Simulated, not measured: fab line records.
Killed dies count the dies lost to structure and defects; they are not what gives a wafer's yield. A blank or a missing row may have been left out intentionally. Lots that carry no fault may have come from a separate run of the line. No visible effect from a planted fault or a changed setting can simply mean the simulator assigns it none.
8D (eight disciplines) problem report, filled in by code + flow berkeley cmos170 + the parts of the form that need people (team, actions taken, sign-off) are left out

## 1. WHAT WENT WRONG
Across 6 wafers from 2 lots, SPACER_TEOS_THK at UCB170_SPACER_THK_MEAS_01 averages 415 nm, while fault-free wafers read 377 nm with a standard deviation of 5.1. That is +7.5 standard deviations from the usual mean.
Earliest sighting: wafer L888.2 on film metro-03 at day 12 00:44. The record has a number at this step for 42 wafers belonging to 14 lots. By rule, "out" or "out of limits" means more than 4 standard deviations away from the usual mean. The other wafers with a number count as sound.

## 2. WHAT IT IS; WHAT IT IS NOT
| question                    | is                     | is not                                                                          |
|-----------------------------|------------------------|---------------------------------------------------------------------------------|
| which readings at this step | SPACER_TEOS_THK        | -                                                                               |
| which lots                  | L888, L890             | L872, L873, L874, L875, L877, L878, L879, L880, L883, L892, L893, L894          |
| which wafers of those lots  | all that have a number | -                                                                               |
| read on which gauges        | film metro-03          | film metro-01, film metro-04                                                    |
| when                        | from day 12 00:44      | up to then (27 sound wafers); but 9 sound wafers of L892, L893, L894 came after |

## 3. SUSPECTS, AND WHAT RULES EACH OUT
Counting: any tool at a process step up to the reading is kept as a suspect provided that every lot that is out went through it and no sound lot did after the first of them.
- the gauge at UCB170_SPACER_THK_MEAS_01: ruled out. All the wafers that are out were read on film metro-03, but those of them that UCB170_SPACER_CVD_00 has rows for are out there too, on other tools.
- pecvd-04 at UCB170_SPACER_CVD_00 (deposits SiO2 from TEOS/O2, target thk 376 nm, time 47 s): kept. Every lot that is out went through it, starting with L888 (day 12 00:41), and after that it ran no sound lot; the last sound lot it ran before then is L878 (day 9 11:46). On those wafers its own readings are out: rf fwd power W.
After counting, what remains is pecvd-04 at UCB170_SPACER_CVD_00.

## 4. THE CAUSE (what the simulator had put in)
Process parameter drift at UCB170_SPACER_CVD_00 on pecvd-04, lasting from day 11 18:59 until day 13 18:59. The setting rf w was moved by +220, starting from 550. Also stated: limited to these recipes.
Only this tool survived the counting.

## 5. THE EFFECT CHAIN, in route order
One row per reading whose mean, taken over the struck wafers that have a number, lies over 3 standard deviations from the usual. Only readings whose record carries a usual standard deviation are examined. hours: median over the lots of the time between each lot's start at the first step of this table that gives one and its start at this step. sigmas: the change, counted in usual standard deviations.
| hours | step                      | reading         | usual   | on struck wafers | change | sigmas      |
|-------|---------------------------|-----------------|---------|------------------|--------|-------------|
| 0     | UCB170_SPACER_CVD_00      | rf fwd power W  | 544.2 W | 764.6            | +220.4 | +99 or more |
| 0     | UCB170_SPACER_THK_MEAS_01 | SPACER_TEOS_THK | 377 nm  | 415              | +38    | +7.5        |
Its process steps:
- UCB170_SPACER_CVD_00: deposits SiO2 from TEOS/O2, target thk 376 nm, time 47 s.
At these later measuring or inspecting steps, every struck wafer for which the step has a row has a number for every such reading, and none has moved that far: UCB170_M1_THK_MEAS_02.

## 6. HOW IT WOULD HAVE BEEN CAUGHT EARLIER
In this record the first reading out of limits at a measuring or inspecting step was taken at day 12 00:44, 6 hours after the fault began at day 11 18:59.
Tool's own readings at UCB170_SPACER_CVD_00, rf fwd power W: out on all struck wafers the step has rows for; an alarm limit on them would have tripped on the first.
Among the 2 lots that are out, L890 began UCB170_SPACER_CVD_00 on pecvd-04 after day 12 00:44. A tool hold placed at that time would have kept it from harm.
